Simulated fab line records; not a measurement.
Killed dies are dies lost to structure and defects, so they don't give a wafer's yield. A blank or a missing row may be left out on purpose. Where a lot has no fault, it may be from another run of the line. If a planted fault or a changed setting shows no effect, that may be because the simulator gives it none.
fab line records	flow rit_cmos
[record] lots = 5	wafers = 23
route steps=202 shown ACTIVE@4 NWELL@29 PWELL@40 PRETRO@65 GATE@81 SPACER@130
start_h: start of the lot's first displayed wafer, in hours after the record's first day	wait_h: hours elapsed since this lot's preceding step	" unchanged from the row above	L1.1+2: several wafers, shown together as one row	- no value present, or no start provided	* or withheld: withheld	< > ~ a bound
route shown NAME@n: NAME is a module with steps in the file, n the number in the route of the first one	usual: mean/standard deviation of fault-free wafers	same: alike in all rows	chamber/n: place in a boat	sites: the reading at each site	_std_site: standard deviation across them	_edge_site: outer sites' mean less inner sites'	radius_mm: for every site, how far away it sits from the centre of the wafer	mask NAME#n: copy n	behind: the most recent tool/chamber to have shaped the wafer	hold: what put the lot on hold/how long, in hours/how the hold closed	device: the transistor (n, p or np) that didn't switch	end of line: at the end of the route, the tests of the same wafers	a step without rows: its recipe alone	killed: at the first sort, the dies lost to defects and structure; wafer yield is something else	map: the dies of a wafer, with x for killed, . for not killed, _ for no die there
set.NAME: the setting as run; set.NAME@STEP: as run at that earlier step	model.NAME: the simulator's own value behind a step, which no gauge read
lots whose settings were changed on purpose; a table a step, a row a wafer
[[steps]]
[step RIT_ACTIVE_CVD_03]
[recipe] material = Si3N4	target_thk_nm = 150	temp_c = 810	precursor = SiH2Cl2/NH3	time_s = 1500	pressure_mtorr = 300	sih2cl2_flow_sccm = 60	nh3_flow_sccm = 150
lot.wafer	tool	chamber	start_h	wait_h	set.pressure_mtorr	model.Si3N4_of_ACTIVE_CVD_03.thk_nm
L075.1	-	-	-	0.1	328.4	151.3
L075.2+6	"	-	"	"	328.4	152.1
L075.4	"	-	"	"	328.4	151.1
L075.5	"	-	"	"	328.4	151.7
L076.1	-	-	-	0.1	278.5	144.8
L076.3+6	"	-	"	"	278.5	145.3
L076.4	"	-	"	"	278.5	145.4
L076.5	"	-	"	"	278.5	145
L078.2	-	-	-	0.0	300	151.4
L078.3	"	-	"	"	300	152.9
L078.4	"	-	"	"	300	151.5
L078.5	"	-	"	"	300	150.8
L078.6	"	-	"	"	300	151.3
L082.1	lpcvd-01	0	52.46	0.2	300	150
L082.2	"	0	"	"	300	147.7
L082.6	"	0	"	"	300	149
L083.1	-	-	-	0.1	336.2	156.6
L083.2	"	-	"	"	336.2	158.5
L083.3	"	-	"	"	336.2	158.4
L083.5	"	-	"	"	336.2	157.6
L083.6	"	-	"	"	336.2	158
[step RIT_ACTIVE_COAT_06]
[recipe] resist = NOVOLAK	spin_rpm = 3250	resist_thk_nm = 1000
lot.wafer	tool	chamber	start_h	wait_h	set.spin_rpm	model.NOVOLAK_of_ACTIVE_COAT_06.thk_nm
L075.1	litho_track-04	0	22.41	0.1	3156	1012
L075.2	"	0	"	"	3156	1013
L075.4	"	0	"	"	3250	1002
L075.5	"	0	"	"	3250	996.7
L075.6	"	0	"	"	3156	1016
L076.1+6	litho_track-02	0	26.38	0.1	3250	998.1
L076.3	"	0	"	"	3250	1002
L076.4	"	0	"	"	3250	1000
L076.5	"	0	"	"	3250	1001
L078.2	litho_track-02	0	35.81	0.1	3250	995.7
L078.3	"	0	"	"	3250	997
L078.4	"	0	"	"	3250	997.6
L078.5	"	0	"	"	3250	999.3
L078.6	"	0	"	"	3250	995.5
L082.1	litho_track-01	0	54.09	0.1	3250	997.3
L082.2	"	0	"	"	3250	1002
L082.6	"	0	"	"	3250	1001
L083.1	litho_track-02	0	58.74	0.1	3070	1029
L083.2	"	0	"	"	3070	1028
L083.3	"	0	"	"	3250	999.5
L083.5	"	0	"	"	3070	1027
L083.6	"	0	"	"	3250	999.2
[step RIT_ACTIVE_SOFTBAKE_07]
[recipe] resist = NOVOLAK	temp_c = 90	time_s = 60
[step RIT_ACTIVE_EXPOSE_08]
[recipe] mask_id = M1	na = 0.6	source_shape = conventional	sigma_outer = 0.6	target_cd_nm = 1400	dose_mj = 225
[step RIT_ACTIVE_DEVELOP_10]
[recipe] resist = NOVOLAK	develop_time_s = 50	dev_temp_c = 23
[step RIT_ACTIVE_HARDBAKE_12]
[recipe] resist = NOVOLAK	temp_c = 140	time_s = 60
lot.wafer	tool	chamber	start_h	wait_h	set.spin_rpm@ACTIVE_COAT_06	model.NOVOLAK_of_ACTIVE_COAT_06.thk_nm
L075.1	litho_track-02	0	23.23	0.1	3156	894.4
L075.2	"	0	"	"	3156	895.4
L075.4	"	0	"	"	3250	885.7
L075.5	"	0	"	"	3250	880.8
L075.6	"	0	"	"	3156	898.1
L076.1+6	litho_track-02	0	27.32	0.1	3250	882.1
L076.3	"	0	"	"	3250	885.4
L076.4	"	0	"	"	3250	884
L076.5	"	0	"	"	3250	884.5
L078.2	litho_track-01	0	36.75	0.1	3250	880
L078.3	"	0	"	"	3250	881.2
L078.4	"	0	"	"	3250	881.7
L078.5	"	0	"	"	3250	883.1
L078.6	"	0	"	"	3250	879.9
L082.1	litho_track-04	0	55.49	0.4	3250	881.5
L082.2	"	0	"	"	3250	885.1
L082.6	"	0	"	"	3250	884.5
L083.1	litho_track-04	0	59.56	0.1	3070	908.9
L083.2	"	0	"	"	3070	908
L083.3	"	0	"	"	3250	883.3
L083.5	"	0	"	"	3070	907.2
L083.6	"	0	"	"	3250	883
[step RIT_NWELL_COAT_01]
[recipe] resist = NOVOLAK	spin_rpm = 2000	resist_thk_nm = 1300
lot.wafer	tool	chamber	start_h	wait_h	set.spin_rpm	model.NOVOLAK_of_NWELL_COAT_01.thk_nm
L075.1	litho_track-04	0	29.45	0.1	2000	1302
L075.2	"	0	"	"	2000	1299
L075.4	"	0	"	"	1856	1350
L075.5	"	0	"	"	2000	1298
L075.6	"	0	"	"	1856	1347
L076.1	litho_track-04	0	36.50	0.1	2000	1297
L076.3	"	0	"	"	2000	1302
L076.4	"	0	"	"	1955	1312
L076.5+6	"	0	"	"	1955	1316
L078.2+3	litho_track-04	0	43.04	0.1	2000	1298
L078.4	"	0	"	"	1919	1332
L078.5	"	0	"	"	1919	1321
L078.6	"	0	"	"	2000	1300
L082.1	litho_track-03	0	60.71	0.1	2000	1299
L082.2	"	0	"	"	2000	1301
L082.6	"	0	"	"	2000	1295
L083.1+2	litho_track-03	0	67.40	0.1	2000	1293
L083.3	"	0	"	"	1862	1343
L083.5	"	0	"	"	1862	1344
L083.6	"	0	"	"	2000	1296
[step RIT_NWELL_SOFTBAKE_02]
[recipe] resist = NOVOLAK	temp_c = 90	time_s = 60
[step RIT_NWELL_EXPOSE_03]
[recipe] mask_id = M2	na = 0.57	target_cd_nm = 43900	dose_mj = 250
[step RIT_NWELL_DEVELOP_05]
[recipe] resist = NOVOLAK	develop_time_s = 68	dev_temp_c = 23
[step RIT_NWELL_HARDBAKE_07]
[recipe] resist = NOVOLAK	temp_c = 140	time_s = 120
lot.wafer	tool	chamber	start_h	wait_h	set.spin_rpm@NWELL_COAT_01	model.NOVOLAK_of_NWELL_COAT_01.thk_nm
L075.1	litho_track-03	0	30.34	0.0	2000	1139
L075.2+5	"	0	"	"	2000	1136
L075.4	"	0	"	"	1856	1180
L075.6	"	0	"	"	1856	1178
L076.1	litho_track-01	0	37.50	0.0	2000	1134
L076.3	"	0	"	"	2000	1139
L076.4	"	0	"	"	1955	1148
L076.5	"	0	"	"	1955	1151
L076.6	"	0	"	"	1955	1150
L078.2	litho_track-01	0	43.83	0.1	2000	1135
L078.3	"	0	"	"	2000	1136
L078.4	"	0	"	"	1919	1164
L078.5	"	0	"	"	1919	1155
L078.6	"	0	"	"	2000	1137
L082.1	litho_track-01	0	61.48	0.0	2000	1136
L082.2	"	0	"	"	2000	1138
L082.6	"	0	"	"	2000	1133
L083.1+2	litho_track-01	0	68.38	0.1	2000	1131
L083.3	"	0	"	"	1862	1174
L083.5	"	0	"	"	1862	1175
L083.6	"	0	"	"	2000	1133
[step RIT_PWELL_COAT_01]
[recipe] resist = NOVOLAK	spin_rpm = 2000	resist_thk_nm = 1300
lot.wafer	tool	chamber	start_h	wait_h	set.resist_thk_nm	model.NOVOLAK_of_PWELL_COAT_01.thk_nm
L075.1	litho_track-01	0	31.13	0.1	1375	1377
L075.2	"	0	"	"	1375	1375
L075.4	"	0	"	"	1300	1303
L075.5	"	0	"	"	1300	1304
L075.6	"	0	"	"	1300	1299
L076.1+6	litho_track-02	0	38.29	0.1	1229	1227
L076.3+5	"	0	"	"	1300	1296
L076.4	"	0	"	"	1300	1298
L078.2	litho_track-02	0	44.59	0.1	1300	1293
L078.3+4	"	0	"	"	1300	1294
L078.5	"	0	"	"	1300	1296
L078.6	"	0	"	"	1300	1295
L082.1	litho_track-03	0	62.55	0.1	1300	1293
L082.2	"	0	"	"	1300	1299
L082.6	"	0	"	"	1300	1294
L083.1	litho_track-01	0	69.16	0.1	1365	1369
L083.2+6	"	0	"	"	1300	1306
L083.3	"	0	"	"	1365	1372
L083.5	"	0	"	"	1300	1307
[step RIT_PWELL_SOFTBAKE_02]
[recipe] resist = NOVOLAK	temp_c = 90	time_s = 60
[step RIT_PWELL_EXPOSE_03]
[recipe] mask_id = M3	na = 0.57	target_cd_nm = 43700	dose_mj = 250
[step RIT_PWELL_DEVELOP_05]
[recipe] resist = NOVOLAK	develop_time_s = 68	dev_temp_c = 23
[step RIT_PWELL_HARDBAKE_07]
[recipe] resist = NOVOLAK	temp_c = 140	time_s = 120
lot.wafer	tool	chamber	start_h	wait_h	set.resist_thk_nm@PWELL_COAT_01	model.NOVOLAK_of_PWELL_COAT_01.thk_nm
L075.1	litho_track-01	0	32.02	0.0	1375	1203
L075.2	"	0	"	"	1375	1202
L075.4+5	"	0	"	"	1300	1140
L075.6	"	0	"	"	1300	1136
L076.1+6	litho_track-01	0	39.32	0.0	1229	1074
L076.3	"	0	"	"	1300	1133
L076.4	"	0	"	"	1300	1136
L076.5	"	0	"	"	1300	1134
L078.2	litho_track-02	0	45.38	0.1	1300	1131
L078.3+4	"	0	"	"	1300	1132
L078.5+6	"	0	"	"	1300	1133
L082.1	litho_track-01	0	63.49	0.0	1300	1131
L082.2	"	0	"	"	1300	1136
L082.6	"	0	"	"	1300	1132
L083.1	litho_track-02	0	69.93	0.0	1365	1196
L083.2	"	0	"	"	1300	1142
L083.3	"	0	"	"	1365	1199
L083.5+6	"	0	"	"	1300	1143
[step RIT_PWELL_IMPLANT_08]
[recipe] species = B	energy_kev = 170	dose_cm2 = 7e+13	tilt_deg = 7
lot.wafer	tool	chamber	start_h	wait_h	set.energy_kev	model.implant.rp_nm	model.implant.drp_nm
L075.1+4	implanter-02	0	32.27	0.2	170	499.5	102.9
L075.2+5+6	"	0	"	"	161.9	481.6	101.1
L076.1+4	implanter-03	0	39.57	0.2	165.2	475.8	101.9
L076.3+5+6	"	0	"	"	170	486	102.9
L078.2+4+6	implanter-01	0	45.61	0.2	160.2	453.8	100.7
L078.3+5	"	0	"	"	170	474.4	102.9
L082.1+2+6	implanter-02	0	63.74	0.2	170	483.2	102.9
L083.1+6	implanter-01	0	70.18	0.2	174.3	483.4	103.6
L083.2+3+5	"	0	"	"	170	474.2	102.9
[step RIT_PRETRO_COAT_01]
[recipe] resist = NOVOLAK	spin_rpm = 2000	resist_thk_nm = 1300
lot.wafer	tool	chamber	start_h	wait_h	set.spin_rpm	model.NOVOLAK_of_PRETRO_COAT_01.thk_nm
L075.1+6	litho_track-02	0	41.07	0.1	2000	1292
L075.2	"	0	"	"	2068	1275
L075.4	"	0	"	"	2000	1293
L075.5	"	0	"	"	2068	1269
L076.1	litho_track-04	0	47.10	0.1	2000	1299
L076.3	"	0	"	"	2000	1301
L076.4	"	0	"	"	1852	1352
L076.5	"	0	"	"	1852	1351
L076.6	"	0	"	"	2000	1302
L078.2+4	litho_track-02	0	54.64	0.1	2000	1298
L078.3+5	"	0	"	"	2000	1301
L078.6	"	0	"	"	2000	1299
L082.1	litho_track-01	0	71.21	0.1	2000	1300
L082.2	"	0	"	"	2000	1297
L082.6	"	0	"	"	2000	1296
L083.1+2	litho_track-01	0	77.86	0.1	2000	1301
L083.3	"	0	"	"	2000	1302
L083.5	"	0	"	"	1898	1338
L083.6	"	0	"	"	1898	1337
[step RIT_PRETRO_SOFTBAKE_02]
[recipe] resist = NOVOLAK	temp_c = 90	time_s = 60
[step RIT_PRETRO_EXPOSE_03]
[recipe] mask_id = M5	na = 0.57	target_cd_nm = 43700	dose_mj = 250
[step RIT_PRETRO_DEVELOP_05]
[recipe] resist = NOVOLAK	develop_time_s = 68	dev_temp_c = 23
[step RIT_PRETRO_HARDBAKE_07]
[recipe] resist = NOVOLAK	temp_c = 140	time_s = 120
lot.wafer	tool	chamber	start_h	wait_h	set.spin_rpm@PRETRO_COAT_01	model.NOVOLAK_of_PRETRO_COAT_01.thk_nm
L075.1+6	litho_track-01	0	41.96	0.0	2000	1130
L075.2	"	0	"	"	2068	1116
L075.4	"	0	"	"	2000	1131
L075.5	"	0	"	"	2068	1111
L076.1	litho_track-04	0	47.87	0.0	2000	1136
L076.3+6	"	0	"	"	2000	1138
L076.4+5	"	0	"	"	1852	1181
L078.2+4	litho_track-01	0	55.61	0.1	2000	1135
L078.3	"	0	"	"	2000	1138
L078.5	"	0	"	"	2000	1137
L078.6	"	0	"	"	2000	1136
L082.1	litho_track-04	0	71.98	0.0	2000	1137
L082.2+6	"	0	"	"	2000	1134
L083.1+2+3	litho_track-01	0	78.63	0.0	2000	1138
L083.5	"	0	"	"	1898	1170
L083.6	"	0	"	"	1898	1169
[step RIT_PRETRO_IMPLANT_08]
[recipe] species = B	energy_kev = 45	dose_cm2 = 1.2e+13	tilt_deg = 7
lot.wafer	tool	chamber	start_h	wait_h	set.energy_kev	model.implant.rp_nm	model.implant.drp_nm
L075.1+2+6	implanter-03	0	42.21	0.2	45	142.5	55.07
L075.4+5	"	0	"	"	46.93	148.2	56.45
L076.1+3+4	implanter-02	0	48.12	0.2	46.56	148.9	56.19
L076.5+6	"	0	"	"	45	144.2	55.07
L078.2+4+5	implanter-03	0	55.85	0.2	43.78	139.1	54.18
L078.3+6	"	0	"	"	45	142.8	55.07
L082.1+2+6	implanter-03	0	72.23	0.2	45	147.1	55.07
L083.1+2+6	implanter-02	0	78.88	0.2	45	147.9	55.07
L083.3+5	"	0	"	"	46.05	151.2	55.83
[step RIT_GATE_OXIDATION_05]
[recipe] temp_c = 900	ambient = O2	target_thk_a = 30	ox_time_s = 270
lot.wafer	tool	chamber	start_h	wait_h	set.temp_c	model.SiO2_of_GATE_OXIDATION_05.thk_nm
L075.1	-	-	-	1.3	878.2	2.269
L075.2	"	-	"	"	878.2	2.251
L075.4+6	"	-	"	"	878.2	2.214
L075.5	"	-	"	"	878.2	2.238
L076.1	-	-	-	1.1	900	3.003
L076.3	"	-	"	"	900	2.994
L076.4	"	-	"	"	900	3.02
L076.5	"	-	"	"	900	3.008
L076.6	"	-	"	"	900	3.016
L078.2	-	-	-	0.4	878.1	2.288
L078.3	"	-	"	"	878.1	2.303
L078.4	"	-	"	"	878.1	2.337
L078.5	"	-	"	"	878.1	2.292
L078.6	"	-	"	"	878.1	2.307
L082.1	furnace-04	0	73.37	0.3	900	3.035
L082.2	"	0	"	"	900	3.046
L082.6	"	0	"	"	900	3.052
L083.1	-	-	-	0.9	914.1	3.568
L083.2	"	-	"	"	914.1	3.515
L083.3	"	-	"	"	914.1	3.565
L083.5	"	-	"	"	914.1	3.559
L083.6	"	-	"	"	914.1	3.579
[step RIT_GATE_ANNEAL_06]
[recipe] temp_c = 900	time_s = 600	ambient = N2O
[step RIT_GATE_THK_MEAS_07]
[recipe] reads = SiO2_of_GATE_OXIDATION_05
[usual] GATE_OXIDE_THK = 3.02/0.056
lot.wafer	tool	chamber	start_h	wait_h	set.temp_c@GATE_OXIDATION_05	GATE_OXIDE_THK[nm]
L075.1	film_metro-01	-	47.17	0.0	878.2	2.26
L075.2	"	-	"	"	878.2	2.27
L075.4	"	-	"	"	878.2	2.17
L075.5	"	-	"	"	878.2	2.30
L075.6	"	-	"	"	878.2	2.19
L076.1	film_metro-01	-	52.73	0.0	900	3.01
L076.3	"	-	"	"	900	3.00
L076.4	"	-	"	"	900	3.01
L076.5	"	-	"	"	900	3.00
L076.6	"	-	"	"	900	3.04
L078.2	film_metro-02	-	60.56	0.0	878.1	2.26
L078.3	"	-	"	"	878.1	2.33
L078.4	"	-	"	"	878.1	2.32
L078.5	"	-	"	"	878.1	2.30
L078.6	"	-	"	"	878.1	2.34
L082.1	film_metro-01	-	75.82	0.0	900	3.04
L082.2	"	-	"	"	900	3.09
L082.6	"	-	"	"	900	3.06
L083.1	film_metro-01	-	83.64	0.0	914.1	3.54
L083.2	"	-	"	"	914.1	3.52
L083.3	"	-	"	"	914.1	3.59
L083.5	"	-	"	"	914.1	3.57
L083.6	"	-	"	"	914.1	3.57
[step RIT_GATE_EXPOSE_13]
[recipe] mask_id = M6	na = 0.6	source_shape = conventional	sigma_outer = 0.6	target_cd_nm = 150	dose_mj = 380
lot.wafer	tool	chamber	start_h	wait_h	mask	set.dose_mj
L075.1+2	iline_stepper-02	0	49.52	0.2	M6#0	380
L075.4+5+6	"	0	"	"	M6#0	407.1
L076.1+3+4+5+6	iline_stepper-02	0	56.46	0.3	M6#0	380
L078.2+5	iline_stepper-02	0	62.99	0.1	M6#0	380
L078.3+4+6	"	0	"	"	M6#0	368.6
L082.1+2+6	iline_stepper-02	0	78.00	0.1	M6#0	380
L083.1+2+3+5+6	iline_stepper-01	0	85.95	0.2	M6#0	380
[step RIT_GATE_PEB_14]
[recipe] resist = NOVOLAK	temp_c = withheld	time_s = withheld
[step RIT_GATE_DEVELOP_15]
[recipe] resist = NOVOLAK	develop_time_s = 50	dev_temp_c = 23
[step RIT_GATE_CD_MEAS_16]
[recipe] target_cd_nm = 150
[usual] cd_nm = 149.9/2.1
lot.wafer	tool	chamber	start_h	wait_h	set.dose_mj@GATE_EXPOSE_13	cd_nm
L075.1	cd_sem-02	-	49.92	-	380	150.1
L075.2	"	-	"	"	380	153.3
L075.4	"	-	"	"	407.1	114.6
L075.5	"	-	"	"	407.1	116.1
L075.6	"	-	"	"	407.1	115.9
L076.1	cd_sem-02	-	56.90	-	380	150.2
L076.3	"	-	"	"	380	152.2
L076.4	"	-	"	"	380	148.1
L076.5	"	-	"	"	380	150.7
L076.6	"	-	"	"	380	150.5
L078.2	cd_sem-02	-	63.42	-	380	150.0
L078.3	"	-	"	"	368.6	165.8
L078.4	"	-	"	"	368.6	167.0
L078.5	"	-	"	"	380	150.9
L078.6	"	-	"	"	368.6	165.7
L082.1	cd_sem-01	-	78.40	-	380	150.2
L082.2	"	-	"	"	380	151.8
L082.6	"	-	"	"	380	152.2
L083.1	cd_sem-01	-	86.35	-	380	151.0
L083.2	"	-	"	"	380	152.9
L083.3	"	-	"	"	380	152.2
L083.5	"	-	"	"	380	151.4
L083.6	"	-	"	"	380	151.0
[step RIT_GATE_ETCH_19]
[recipe] chemistry = SF6/CHF3/O2	time_s = 165	SF6_flow_sccm = 30	CHF3_flow_sccm = 30	O2_flow_sccm = 5	target = poly-Si	pressure_mtorr = 40	rf_w = 160	target_depth_a = 3125	over_etch_frac = 0.25	stop_on = SiO2
lot.wafer	tool	chamber	start_h	wait_h	set.time_s	set.dose_mj@GATE_EXPOSE_13	model.NOVOLAK_of_GATE_COAT_11.thk_nm	model.GATE.cd_nm
L075.1	rie_si-02	1	50.22	0.1	165	380	668.5	150
L075.2	"	3	"	"	186.6	380	661.9	152.7
L075.4	"	0	"	"	165	407.1	670.1	114.8
L075.5	"	1	"	"	165	407.1	670.2	116.3
L075.6	"	2	"	"	186.6	407.1	661.2	116
L076.1	rie_si-02	0	57.21	0.1	179.7	380	665.1	150.1
L076.3	"	2	"	"	165	380	673.8	152.1
L076.4	"	1	"	"	179.7	380	668.2	147.7
L076.5	"	2	"	"	165	380	674.6	150.8
L076.6	"	1	"	"	165	380	674.1	150.3
L078.2	rie_si-01	3	63.71	0.1	165	380	666.3	149.8
L078.3	"	0	"	"	165	368.6	671	166.1
L078.4	"	2	"	"	188.8	368.6	661.4	167
L078.5	"	1	"	"	188.8	380	659.7	150.7
L078.6	"	2	"	"	165	368.6	674.3	165.6
L082.1	rie_si-01	2	78.71	0.1	165	380	671.7	149.9
L082.2	"	1	"	"	165	380	667.6	152.3
L082.6	"	2	"	"	165	380	671.4	152.2
L083.1	rie_si-02	2	86.78	0.1	173.9	380	663.1	151.2
L083.2	"	1	"	"	165	380	670.2	152.3
L083.3	"	0	"	"	173.9	380	663.1	152.2
L083.5	"	2	"	"	173.9	380	664.9	151.3
L083.6	"	3	"	"	165	380	668.8	151
[step RIT_GATE_STRIP_20]
[recipe] chemistry = O2	time_s = 180	resist = NOVOLAK	platen_temp_c = withheld	power_w = 500	pressure_mtorr = 4000	o2_flow_sccm = 4000
[step RIT_GATE_CD_MEAS_90]
[recipe] target_cd_nm = 150
[usual] cd_nm = 149.9/2.1
lot.wafer	tool	chamber	start_h	wait_h	set.dose_mj@GATE_EXPOSE_13	cd_nm
L075.1	cd_sem-02	-	50.50	0.1	380	149.9
L075.2	"	-	"	"	380	152.5
L075.4	"	-	"	"	407.1	114.8
L075.5	"	-	"	"	407.1	116.2
L075.6	"	-	"	"	407.1	116.2
L076.1	cd_sem-02	-	57.49	0.1	380	150.2
L076.3	"	-	"	"	380	152.2
L076.4	"	-	"	"	380	147.8
L076.5	"	-	"	"	380	151.2
L076.6	"	-	"	"	380	149.9
L078.2	cd_sem-01	-	64.01	0.1	380	149.8
L078.3	"	-	"	"	368.6	166.3
L078.4	"	-	"	"	368.6	166.7
L078.5	"	-	"	"	380	150.5
L078.6	"	-	"	"	368.6	165.3
L082.1	cd_sem-02	-	78.99	0.1	380	149.8
L082.2	"	-	"	"	380	152.1
L082.6	"	-	"	"	380	152.3
L083.1	cd_sem-02	-	87.06	0.1	380	151.1
L083.2	"	-	"	"	380	152.1
L083.3	"	-	"	"	380	152.4
L083.5	"	-	"	"	380	151.7
L083.6	"	-	"	"	380	151.0
[step RIT_SPACER_ETCHBACK_05]
[recipe] target_depth_a = 2500	SF6_flow_sccm = 30	CHF3_flow_sccm = 30	target = Si3N4	chemistry = SF6/CHF3	pressure_mtorr = 40	rf_w = 250	time_s = 240	stop_on = SiO2
[usual] oes_product_au = 0.840/0.011
lot.wafer	tool	chamber	start_h	wait_h	set.time_s	oes_product_au	model.Si3N4_of_SPACER_CVD_03.thk_nm
L075.1	rie_diel-02	1	60.40	0.1	229.5	0.869	198.9
L075.2	"	0	"	"	240	0.836	193.4
L075.4	"	3	"	"	229.5	0.868	195.8
L075.5	"	0	"	"	240	0.847	194.2
L075.6	"	1	"	"	229.5	0.870	199.5
L076.1	rie_diel-03	3	67.38	0.1	240	0.830	192.1
L076.3	"	1	"	"	240	0.818	192.4
L076.4	"	0	"	"	240	0.861	193.3
L076.5	"	1	"	"	240	0.818	190.3
L076.6	"	2	"	"	240	0.803	190.7
L078.2	rie_diel-04	3	73.97	0.0	240	0.846	198.2
L078.3	"	2	"	"	240	0.862	196.4
L078.4	"	0	"	"	210.8	0.933	203.3
L078.5	"	0	"	"	240	0.853	196.4
L078.6	"	3	"	"	210.8	0.940	205.1
L082.1	rie_diel-02	3	87.54	0.1	240	0.847	194.8
L082.2	"	2	"	"	240	0.838	196.4
L082.6	"	0	"	"	240	0.845	193.9
L083.1	rie_diel-02	1	95.73	0.1	240	0.831	193
L083.2	"	2	"	"	240	0.842	195.3
L083.3	"	3	"	"	240	0.839	193.9
L083.5	"	3	"	"	240	0.849	193.9
L083.6	"	2	"	"	240	0.844	195.1
[[key]]
[split] step = RIT_ACTIVE_CVD_03	setting = pressure_mtorr	stated = 300	by = lot
[response] step = RIT_ACTIVE_CVD_03	reading = model.Si3N4_of_ACTIVE_CVD_03.thk_nm	change = +0.526	per = 1%	r = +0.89
[split] step = RIT_ACTIVE_COAT_06	setting = spin_rpm	stated = 3250	by = wafer
[response] step = RIT_ACTIVE_COAT_06	reading = model.NOVOLAK_of_ACTIVE_COAT_06.thk_nm	change = -5.11	per = 1%	r = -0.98
[response] step = RIT_ACTIVE_HARDBAKE_12	reading = model.NOVOLAK_of_ACTIVE_COAT_06.thk_nm	change = -4.47	per = 1%	r = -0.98
[split] step = RIT_NWELL_COAT_01	setting = spin_rpm	stated = 2000	by = wafer
[response] step = RIT_NWELL_COAT_01	reading = model.NOVOLAK_of_NWELL_COAT_01.thk_nm	change = -6.93	per = 1%	r = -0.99
[response] step = RIT_NWELL_HARDBAKE_07	reading = model.NOVOLAK_of_NWELL_COAT_01.thk_nm	change = -5.97	per = 1%	r = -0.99
[split] step = RIT_PWELL_COAT_01	setting = resist_thk_nm	stated = 1300	by = wafer
[response] step = RIT_PWELL_COAT_01	reading = model.NOVOLAK_of_PWELL_COAT_01.thk_nm	change = +12.8	per = 1%	r = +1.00
[response] step = RIT_PWELL_HARDBAKE_07	reading = model.NOVOLAK_of_PWELL_COAT_01.thk_nm	change = +11	per = 1%	r = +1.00
[split] step = RIT_PWELL_IMPLANT_08	setting = energy_kev	stated = 170	by = wafer
[response] step = RIT_PWELL_IMPLANT_08	reading = model.implant.rp_nm	change = +3.64	per = 1%	r = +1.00
[response] step = RIT_PWELL_IMPLANT_08	reading = model.implant.drp_nm	change = +0.37	per = 1%	r = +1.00
[split] step = RIT_PRETRO_COAT_01	setting = spin_rpm	stated = 2000	by = wafer
[response] step = RIT_PRETRO_COAT_01	reading = model.NOVOLAK_of_PRETRO_COAT_01.thk_nm	change = -6.82	per = 1%	r = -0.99
[response] step = RIT_PRETRO_HARDBAKE_07	reading = model.NOVOLAK_of_PRETRO_COAT_01.thk_nm	change = -5.87	per = 1%	r = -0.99
[split] step = RIT_PRETRO_IMPLANT_08	setting = energy_kev	stated = 45	by = wafer
[response] step = RIT_PRETRO_IMPLANT_08	reading = model.implant.rp_nm	change = +1.36	per = 1%	r = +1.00
[response] step = RIT_PRETRO_IMPLANT_08	reading = model.implant.drp_nm	change = +0.324	per = 1%	r = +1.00
[split] step = RIT_GATE_OXIDATION_05	setting = temp_c	stated = 900	by = lot
[response] step = RIT_GATE_OXIDATION_05	reading = model.SiO2_of_GATE_OXIDATION_05.thk_nm	change = +0.319	per = 1%	r = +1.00
[response] step = RIT_GATE_THK_MEAS_07	reading = GATE_OXIDE_THK	change = +0.319	per = 1%	r = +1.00
[split] step = RIT_GATE_EXPOSE_13	setting = dose_mj	stated = 380	by = wafer
[response] step = RIT_GATE_CD_MEAS_16	reading = cd_nm	change = -5.1	per = 1%	r = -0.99
[response] step = RIT_GATE_ETCH_19	reading = model.GATE.cd_nm	change = -5.04	per = 1%	r = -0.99
[response] step = RIT_GATE_CD_MEAS_90	reading = cd_nm	change = -5.02	per = 1%	r = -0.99
[split] step = RIT_GATE_ETCH_19	setting = time_s	stated = 165	by = wafer
[response] step = RIT_GATE_ETCH_19	reading = model.NOVOLAK_of_GATE_COAT_11.thk_nm	change = -0.712	per = 1%	r = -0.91
[split] step = RIT_SPACER_ETCHBACK_05	setting = time_s	stated = 240	by = wafer
[response] step = RIT_SPACER_ETCHBACK_05	reading = oes_product_au	change = -0.00677	per = 1%	r = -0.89
[response] step = RIT_SPACER_ETCHBACK_05	reading = model.Si3N4_of_SPACER_CVD_03.thk_nm	change = -0.636	per = 1%	r = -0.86
